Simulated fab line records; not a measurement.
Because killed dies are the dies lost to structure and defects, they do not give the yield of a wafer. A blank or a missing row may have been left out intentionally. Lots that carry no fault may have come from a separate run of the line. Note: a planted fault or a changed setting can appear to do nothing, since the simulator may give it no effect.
fab line records	flow berkeley_cmos170
record lots=5	wafers=15	last_day=12
route steps=331 shown WELLDRIVE@58 ACTIVE@60
lots that met no fault: from a run of the same line without faults
start_h: hours from the record's opening day to when the first of the lot's shown wafers began	wait_h: hours from the lot's prior step to this one	" the same as in the row above	L1.1+2: a row that stands for several wafers	- no value, or no start was given	* or withheld: withheld	< > ~ a bound
route shown NAME@n: a module of which the file shows steps, and the number in the route of the first	usual: average and standard deviation across the fault-free wafers	same: alike in all rows	chamber/n: place in a boat	sites: per-site readings	_std_site: the values' standard deviation	_edge_site: outer sites' mean less inner sites'	radius_mm: for every site, how far away it sits from the centre of the wafer	mask NAME#n: copy n	behind: the last tool/chamber to shape the wafer	hold: cause of the lot's hold/its duration in hours/its outcome	device: transistor that didn't switch, given as n, p or np	end of line: the same wafers' tests at the end of the route	where a step has no rows: the recipe by itself	killed: count of dies lost to structure and defects at first sort (not the wafer's yield)	map: dies across one wafer; x = killed, . = not, _ = none there
set.NAME: the run value of the setting; set.NAME@STEP: its run value at that earlier step	model.NAME: the simulator's own value behind a step, which no gauge read
lots at selected steps of the route; one table per step, one row per wafer
services: the hour from which a tool's chamber was out of use, counted from the record's first day as start_h (under 0 if before that day), plus the number of hours and why
## steps
# step UCB170_WELLDRIVE_ANNEAL_03
# recipe temp_c=1100	time_s=900	ambient=N2
# usual spike_tc_source_C=1127/3.1
lot.wafer	tool	chamber	start_h	wait_h	spike_tc_source_C
L074.2	furnace-01	0	75.60	4.2	1129
L074.3	"	0	"	"	1129
L074.4	"	0	"	"	1130
L085.1	furnace-02	0	124.38	5.1	1122
L085.3	"	0	"	"	1123
L085.4	"	0	"	"	1125
L088.1	furnace-01	0	146.25	0.7	1129
L088.5	"	0	"	"	1129
L088.6	"	0	"	"	1130
L092.1	furnace-02	0	160.53	1.8	1122
L092.2	"	0	"	"	1123
L092.5	"	0	"	"	1123
L094.3	furnace-04	0	183.21	3.2	1130
L094.4	"	0	"	"	1128
L094.6	"	0	"	"	1129
# step UCB170_WELLDRIVE_WET_ETCH_04
# recipe chemistry=BOE	dilution=5:1	target=SiO2	temp_c=25	time_s=120
lot.wafer	tool	chamber	start_h	wait_h
L074.2+3+4	wet_bench-04	3	76.89	0.0
L085.1+3+4	wet_bench-04	2	125.63	0.0
L088.1+5+6	wet_bench-04	2	147.50	0.0
L092.1+2+5	wet_bench-03	3	164.03	2.2
L094.3+4+6	wet_bench-03	1	184.46	0.0
# step UCB170_ACTIVE_CLEAN_00
# recipe chemistry=SPM	temp_c=120	time_s=600
# usual bath_guard_temp_C=119.8/0.48
lot.wafer	tool	chamber	start_h	wait_h	bath_guard_temp_C
L074.2	wet_bench-04	0	76.94	0.0	120.2
L074.3	"	0	"	"	120.1
L074.4	"	0	"	"	119.7
L085.1	wet_bench-03	3	125.68	0.0	119.4
L085.3	"	3	"	"	119.5
L085.4	"	3	"	"	119.5
L088.1	wet_bench-03	3	147.54	0.0	119.9
L088.5	"	3	"	"	120.3
L088.6	"	3	"	"	119.7
L092.1	wet_bench-04	1	164.31	0.2	119.0
L092.2	"	1	"	"	118.5
L092.5	"	1	"	"	118.6
L094.3	wet_bench-03	0	184.50	0.0	120.0
L094.4	"	0	"	"	120.0
L094.6	"	0	"	"	119.8
# step UCB170_ACTIVE_CLEAN_01
# recipe chemistry=dHF	dilution=25:1	time_s=60
lot.wafer	tool	chamber	start_h	wait_h
L074.2+3+4	wet_bench-04	2	77.29	0.2
L085.1+3+4	wet_bench-02	3	125.85	0.0
L088.1+5+6	wet_bench-02	3	147.72	0.0
L092.1+2+5	wet_bench-04	3	164.97	0.5
L094.3+4+6	wet_bench-02	1	184.68	0.0
# step UCB170_ACTIVE_OXIDATION_02
# recipe temp_c=1000	ambient=O2	target_thk_a=264	ox_time_s=1260
# usual spike_tc_source_C=1027.5/2
# same ox_time_s=1260
lot.wafer	tool	chamber	start_h	wait_h	spike_tc_source_C
L074.2	furnace-01	0	82.45	5.1	1028.9
L074.3	"	0	"	"	1028.1
L074.4	"	0	"	"	1028.3
L085.1	furnace-01	0	128.70	2.8	1027.7
L085.3	"	0	"	"	1027.6
L085.4	"	0	"	"	1027.0
L088.1	furnace-01	0	151.68	3.9	1027.5
L088.5	"	0	"	"	1029.1
L088.6	"	0	"	"	1027.3
L092.1	furnace-04	0	166.91	1.9	1026.6
L092.2	"	0	"	"	1026.5
L092.5	"	0	"	"	1029.6
L094.3	furnace-04	0	190.15	5.4	1027.1
L094.4	"	0	"	"	1027.7
L094.6	"	0	"	"	1028.3
# step UCB170_ACTIVE_THK_MEAS_03
# recipe reads=SiO2_of_ACTIVE_OXIDATION_02
# usual ACTIVE_OXIDE_THK=26.3/0.4
lot.wafer	tool	chamber	start_h	wait_h	ACTIVE_OXIDE_THK[nm]
L074.2	film_metro-01	-	83.87	0.1	26.7
L074.3	"	-	"	"	26.6
L074.4	"	-	"	"	27.0
L085.1	film_metro-02	-	130.11	0.1	26.0
L085.3	"	-	"	"	26.2
L085.4	"	-	"	"	25.8
L088.1	film_metro-02	-	153.03	0.0	26.1
L088.5	"	-	"	"	26.4
L088.6	"	-	"	"	26.1
L092.1	film_metro-03	-	168.26	0.0	26.2
L092.2	"	-	"	"	26.2
L092.5	"	-	"	"	26.5
L094.3	film_metro-02	-	191.58	0.1	26.2
L094.4	"	-	"	"	26.0
L094.6	"	-	"	"	25.8
# step UCB170_ACTIVE_ANNEAL_04
# recipe temp_c=1000	time_s=900	ambient=N2
# usual spike_tc_source_C=1028.1/1
lot.wafer	tool	chamber	start_h	wait_h	spike_tc_source_C
L074.2	furnace-04	0	86.75	2.9	1028.3
L074.3	"	0	"	"	1027.2
L074.4	"	0	"	"	1028.7
L085.1	furnace-04	0	130.73	0.6	1029.4
L085.3	"	0	"	"	1028.2
L085.4	"	0	"	"	1029.2
L088.1	furnace-01	0	155.62	2.6	1026.6
L088.5	"	0	"	"	1026.8
L088.6	"	0	"	"	1027.6
L092.1	furnace-04	0	173.61	5.3	1028.4
L092.2	"	0	"	"	1028.0
L092.5	"	0	"	"	1029.4
L094.3	furnace-01	0	195.63	4.0	1027.8
L094.4	"	0	"	"	1026.1
L094.6	"	0	"	"	1029.4
# step UCB170_ACTIVE_CVD_05
# recipe material=Si3N4	target_thk_nm=220	temp_c=800	precursor=SiH2Cl2/NH3	time_s=3300	pressure_mtorr=200	sih2cl2_flow_sccm=25	nh3_flow_sccm=75
# usual sih2cl2_flow_sccm=25.00/0.066	spike_tc_source_C=825.3/1.6
lot.wafer	tool	chamber	start_h	wait_h	sih2cl2_flow_sccm	spike_tc_source_C
L074.2	lpcvd-02	0	88.00	0.0	25.02	824.9
L074.3	"	0	"	"	25.05	823.5
L074.4	"	0	"	"	24.94	824.8
L085.1	lpcvd-01	0	131.98	0.0	25.07	824.7
L085.3	"	0	"	"	25.06	825.0
L085.4	"	0	"	"	25.09	823.2
L088.1	lpcvd-02	0	157.18	0.3	25.01	823.8
L088.5	"	0	"	"	24.99	824.8
L088.6	"	0	"	"	24.91	825.8
L092.1	lpcvd-01	0	174.86	0.0	24.94	824.0
L092.2	"	0	"	"	24.96	821.3
L092.5	"	0	"	"	24.97	822.4
L094.3	lpcvd-02	1	196.88	0.0	24.96	826.7
L094.4	"	1	"	"	25.00	828.9
L094.6	"	1	"	"	25.03	826.5
# step UCB170_ACTIVE_THK_MEAS_06
# recipe reads=Si3N4_of_ACTIVE_CVD_05
# usual ACTIVE_NITRIDE_THK=220.5/2.1
lot.wafer	tool	chamber	start_h	wait_h	ACTIVE_NITRIDE_THK[nm]
L074.2	film_metro-02	-	89.93	0.0	222.0
L074.3	"	-	"	"	223.2
L074.4	"	-	"	"	222.8
L085.1	film_metro-01	-	133.95	0.1	220.8
L085.3	"	-	"	"	222.0
L085.4	"	-	"	"	224.8
L088.1	film_metro-03	-	159.16	0.1	220.0
L088.5	"	-	"	"	218.9
L088.6	"	-	"	"	218.4
L092.1	film_metro-01	-	176.78	0.0	219.9
L092.2	"	-	"	"	221.7
L092.5	"	-	"	"	221.1
L094.3	film_metro-03	-	198.82	0.0	221.7
L094.4	"	-	"	"	221.0
L094.6	"	-	"	"	220.3
# step UCB170_ACTIVE_HMDS_07
# recipe prime_time_s=60	prime_temp_c=100
# usual chill_plate_temp_C=22.98/0.093
lot.wafer	tool	chamber	start_h	wait_h	chill_plate_temp_C
L074.2	litho_track-03	0	90.35	0.4	22.97
L074.3	"	0	"	"	22.95
L074.4	"	0	"	"	23.01
L085.1	litho_track-02	0	134.53	0.6	22.90
L085.3	"	0	"	"	22.99
L085.4	"	0	"	"	22.96
L088.1	litho_track-04	0	159.88	0.7	23.04
L088.5	"	0	"	"	23.14
L088.6	"	0	"	"	22.98
L092.1	litho_track-04	0	177.15	0.4	22.96
L092.2	"	0	"	"	22.91
L092.5	"	0	"	"	22.83
L094.3	litho_track-04	0	198.91	0.1	22.87
L094.4	"	0	"	"	23.07
L094.6	"	0	"	"	22.86
# step UCB170_ACTIVE_COAT_08
# recipe resist=KrF	spin_rpm=1500	resist_thk_nm=900
# usual chill_plate_temp_C=22.98/0.1
lot.wafer	tool	chamber	start_h	wait_h	chill_plate_temp_C
L074.2	litho_track-03	0	90.50	0.1	23.02
L074.3	"	0	"	"	23.04
L074.4	"	0	"	"	23.15
L085.1	litho_track-02	0	134.68	0.1	22.97
L085.3	"	0	"	"	22.94
L085.4	"	0	"	"	22.82
L088.1	litho_track-04	0	160.03	0.1	23.13
L088.5	"	0	"	"	23.06
L088.6	"	0	"	"	22.98
L092.1	litho_track-04	0	177.30	0.1	23.01
L092.2	"	0	"	"	22.85
L092.5	"	0	"	"	22.89
L094.3	litho_track-04	0	199.06	0.1	22.87
L094.4	"	0	"	"	22.93
L094.6	"	0	"	"	23.10
# step UCB170_ACTIVE_SOFTBAKE_09
# recipe resist=KrF	temp_c=130	time_s=60
# usual chill_plate_temp_C=23.01/0.096
lot.wafer	tool	chamber	start_h	wait_h	chill_plate_temp_C
L074.2	litho_track-03	0	90.65	0.1	23.18
L074.3	"	0	"	"	22.95
L074.4	"	0	"	"	23.09
L085.1	litho_track-02	0	134.83	0.1	23.03
L085.3	"	0	"	"	23.10
L085.4	"	0	"	"	22.91
L088.1	litho_track-04	0	160.18	0.1	23.04
L088.5	"	0	"	"	23.03
L088.6	"	0	"	"	22.93
L092.1	litho_track-04	0	177.45	0.1	22.78
L092.2	"	0	"	"	23.16
L092.5	"	0	"	"	22.97
L094.3	litho_track-04	0	199.21	0.1	22.86
L094.4	"	0	"	"	23.08
L094.6	"	0	"	"	23.00
# step UCB170_ACTIVE_EXPOSE_10
# recipe mask_id=ACTIVE	target_cd_nm=1200	na=0.5	sigma_outer=0.6	source_shape=conventional	dose_mj=20
lot.wafer	tool	chamber	start_h	wait_h	mask
L074.2+3+4	krf_scanner-01	0	90.91	0.2	ACTIVE#0
L085.1+3+4	krf_scanner-02	0	135.20	0.4	ACTIVE#0
L088.1+5+6	krf_scanner-02	0	160.46	0.2	ACTIVE#0
L092.1+2+5	krf_scanner-02	0	177.73	0.2	ACTIVE#0
L094.3+4+6	krf_scanner-02	0	199.59	0.4	ACTIVE#0
# step UCB170_ACTIVE_PEB_11
# recipe peb_temp_c=130	peb_time_s=withheld	resist=KrF
# usual chill_plate_temp_C=23.00/0.091
lot.wafer	tool	chamber	start_h	wait_h	chill_plate_temp_C
L074.2	litho_track-04	0	91.19	0.3	22.99
L074.3	"	0	"	"	23.06
L074.4	"	0	"	"	23.09
L085.1	litho_track-02	0	135.70	0.5	22.98
L085.3	"	0	"	"	22.96
L085.4	"	0	"	"	22.89
L088.1	litho_track-02	0	161.43	1.0	23.02
L088.5	"	0	"	"	23.02
L088.6	"	0	"	"	23.11
L092.1	litho_track-04	0	177.88	0.1	22.94
L092.2	"	0	"	"	23.18
L092.5	"	0	"	"	23.20
L094.3	litho_track-03	0	199.71	0.1	22.99
L094.4	"	0	"	"	23.08
L094.6	"	0	"	"	23.18
# step UCB170_ACTIVE_DEVELOP_12
# recipe developer=TMAH	develop_time_s=47.07	resist=KrF	dev_temp_c=21
# usual chill_plate_temp_C=22.99/0.098
lot.wafer	tool	chamber	start_h	wait_h	chill_plate_temp_C
L074.2	litho_track-04	0	-	-	23.01
L074.3	"	0	"	"	23.03
L074.4	"	0	"	"	23.02
L085.1	litho_track-02	0	-	-	23.16
L085.3	"	0	"	"	23.17
L085.4	"	0	"	"	23.16
L088.1	litho_track-02	0	-	-	23.09
L088.5	"	0	"	"	22.99
L088.6	"	0	"	"	23.07
L092.1	litho_track-04	0	-	-	22.87
L092.2	"	0	"	"	22.96
L092.5	"	0	"	"	23.06
L094.3	litho_track-03	0	-	-	23.13
L094.4	"	0	"	"	22.91
L094.6	"	0	"	"	22.85
# step UCB170_ACTIVE_CD_MEAS_13
# recipe target_cd_nm=1200
# usual cd_nm=1199.5/1.5
lot.wafer	tool	chamber	start_h	wait_h	cd_nm
L074.2	cd_sem-02	-	91.46	-	1199.2
L074.3	"	-	"	"	1201.2
L074.4	"	-	"	"	1201.3
L085.1	cd_sem-02	-	135.98	-	1199.7
L085.3	"	-	"	"	1200.5
L085.4	"	-	"	"	1200.2
L088.1	cd_sem-01	-	161.71	-	1199.0
L088.5	"	-	"	"	1201.6
L088.6	"	-	"	"	1199.4
L092.1	cd_sem-02	-	178.18	-	1198.2
L092.2	"	-	"	"	1198.7
L092.5	"	-	"	"	1199.3
L094.3	cd_sem-01	-	199.98	-	1197.7
L094.4	"	-	"	"	1198.9
L094.6	"	-	"	"	1197.4
# step UCB170_ACTIVE_OVL_MEAS_14
# usual ACTIVE_OVL=-3/6.3
lot.wafer	tool	chamber	start_h	wait_h	ACTIVE_OVL[nm]
L074.2	overlay-01	-	91.57	0.1	-2
L074.3	"	-	"	"	-7
L074.4	"	-	"	"	1
L085.1	overlay-01	-	136.10	0.1	2
L085.3	"	-	"	"	2
L085.4	"	-	"	"	-5
L088.1	overlay-01	-	161.83	0.1	-4
L088.5	"	-	"	"	-3
L088.6	"	-	"	"	-3
L092.1	overlay-01	-	178.30	0.1	2
L092.2	"	-	"	"	1
L092.5	"	-	"	"	-1
L094.3	overlay-01	-	200.07	0.1	-3
L094.4	"	-	"	"	4
L094.6	"	-	"	"	1
# step UCB170_ACTIVE_ETCH_15
# recipe chemistry=CH3F/Ar/O2	target=Si3N4	stop_on=SiO2	CH3F_flow_sccm=20	Ar_flow_sccm=50	O2_flow_sccm=7	pressure_mtorr=50	rf_w=450	target_depth_a=2420	over_etch_frac=0.1	time_s=151
# usual drypump_motor_current_A=5.7/0.56	oes_product_au=0.943/0.016	throttle_valve_pct=8.03/0.13
lot.wafer	tool	chamber	start_h	wait_h	drypump_motor_current_A	oes_product_au	rf_hours_counter_h	throttle_valve_pct
L074.2	rie_diel-02	2	91.60	0.0	6.1	0.967	17	7.91
L074.3	"	0	"	"	5.6	0.929	7	8.26
L074.4	"	3	"	"	6.2	0.948	71	7.82
L085.1	rie_diel-03	2	136.13	0.0	6.3	0.946	18	8.01
L085.3	"	1	"	"	6.5	0.953	104	8.19
L085.4	"	3	"	"	5.0	0.929	104	8.15
L088.1	rie_diel-01	2	161.87	0.0	5.3	0.943	19	7.91
L088.5	"	3	"	"	5.0	0.930	-	7.90
L088.6	"	2	"	"	5.2	0.948	-	7.90
L092.1	rie_diel-01	2	178.34	0.0	5.2	0.952	19	7.91
L092.2	"	1	"	"	6.2	0.957	126	7.94
L092.5	"	2	"	"	5.2	0.958	-	7.92
L094.3	rie_diel-02	1	200.09	0.0	5.2	0.927	27	8.03
L094.4	"	0	"	"	5.5	0.927	11	8.27
L094.6	"	0	"	"	5.5	0.922	-	8.26
# step UCB170_ACTIVE_STRIP_16
# recipe chemistry=O2	power_w=400	pressure_mtorr=3500	platen_temp_c=withheld	o2_flow_sccm=400	overash_fraction=0.5
# usual drypump_motor_current_A=5.44/0.22	oes_product_au=0.721/0.0047	strip_time_to_endpoint_s=18.10/0.082
# same overash_fraction=0.5
lot.wafer	tool	chamber	start_h	wait_h	drypump_motor_current_A	oes_product_au	rf_hours_counter_h	strip_time_to_endpoint_s
L074.2	plasma_asher-04	1	91.70	0.1	5.47	0.719	35	18.08
L074.3	"	0	"	"	5.45	0.723	-	18.11
L074.4	"	1	"	"	5.48	0.710	-	18.09
L085.1	plasma_asher-04	1	136.23	0.1	5.47	0.720	2	17.98
L085.3	"	1	"	"	5.45	0.726	-	18.06
L085.4	"	0	"	"	5.47	0.723	-	18.00
L088.1	plasma_asher-01	0	161.97	0.1	5.40	0.719	43	18.22
L088.5	"	1	"	"	5.78	0.716	-	18.20
L088.6	"	0	"	"	5.41	0.722	-	18.16
L092.1	plasma_asher-02	1	178.44	0.1	5.05	0.724	46	18.17
L092.2	"	0	"	"	5.20	0.722	46	18.05
L092.5	"	0	"	"	5.18	0.723	-	18.14
L094.3	plasma_asher-02	0	200.23	0.1	5.21	0.726	-	18.14
L094.4	"	1	"	"	5.05	0.723	-	18.04
L094.6	"	0	"	"	5.20	0.717	-	17.99
# step UCB170_ACTIVE_CD_MEAS_90
# recipe target_cd_nm=1200
# usual cd_nm=1199.5/1.5
lot.wafer	tool	chamber	start_h	wait_h	cd_nm
L074.2	cd_sem-02	-	91.82	0.1	1198.4
L074.3	"	-	"	"	1200.9
L074.4	"	-	"	"	1201.2
L085.1	cd_sem-02	-	136.33	0.1	1199.8
L085.3	"	-	"	"	1200.6
L085.4	"	-	"	"	1200.0
L088.1	cd_sem-02	-	162.07	0.1	1199.4
L088.5	"	-	"	"	1202.0
L088.6	"	-	"	"	1200.2
L092.1	cd_sem-01	-	178.61	0.1	1198.8
L092.2	"	-	"	"	1198.4
L092.5	"	-	"	"	1199.8
L094.3	cd_sem-02	-	200.34	0.1	1197.2
L094.4	"	-	"	"	1198.4
L094.6	"	-	"	"	1197.0
# step UCB170_ACTIVE_CLEAN_17
# recipe chemistry=SPM	temp_c=120	time_s=600
# usual bath_guard_temp_C=119.7/0.46
lot.wafer	tool	chamber	start_h	wait_h	bath_guard_temp_C
L074.2	wet_bench-04	3	92.24	0.4	120.1
L074.3	"	3	"	"	119.6
L074.4	"	3	"	"	120.4
L085.1	wet_bench-02	0	137.81	1.5	119.1
L085.3	"	0	"	"	119.5
L085.4	"	0	"	"	119.5
L088.1	wet_bench-03	2	163.79	1.7	119.6
L088.5	"	2	"	"	119.8
L088.6	"	2	"	"	119.8
L092.1	wet_bench-03	2	178.96	0.3	119.9
L092.2	"	2	"	"	119.9
L092.5	"	2	"	"	119.9
L094.3	wet_bench-04	2	201.88	1.5	120.1
L094.4	"	2	"	"	119.6
L094.6	"	2	"	"	119.9
## services
tool	chamber	start_h	hours	kind
furnace-01	-	51.73	4.4	pm
krf_scanner-01	-	54.78	3.6	pm
plasma_asher-02	-	55.81	2.4	repair
rie_diel-03	-	59.28	1.0	repair
plasma_asher-02	-	60.46	1.8	repair
krf_scanner-01	-	69.98	8.8	repair
plasma_asher-01	-	87.35	2.8	pm
krf_scanner-02	-	90.63	1.3	pm
krf_scanner-02	-	99.43	4.0	pm
plasma_asher-04	-	108.75	9.0	pm
furnace-04	-	109.94	4.4	pm
rie_diel-01	2	112.78	16.7	repair
krf_scanner-02	-	113.23	1.0	pm
furnace-02	-	113.46	3.9	pm
rie_diel-02	3	118.94	10.0	repair
rie_diel-02	2	125.42	4.2	repair
rie_diel-02	1	128.50	1.7	repair
rie_diel-02	-	134.13	0.9	repair
furnace-02	-	135.31	3.8	pm
krf_scanner-02	-	149.52	0.8	pm
furnace-01	-	167.07	4.0	pm
plasma_asher-04	-	183.36	3.0	repair
plasma_asher-04	-	185.76	2.0	repair
krf_scanner-02	-	200.80	0.6	repair
## key
fault none
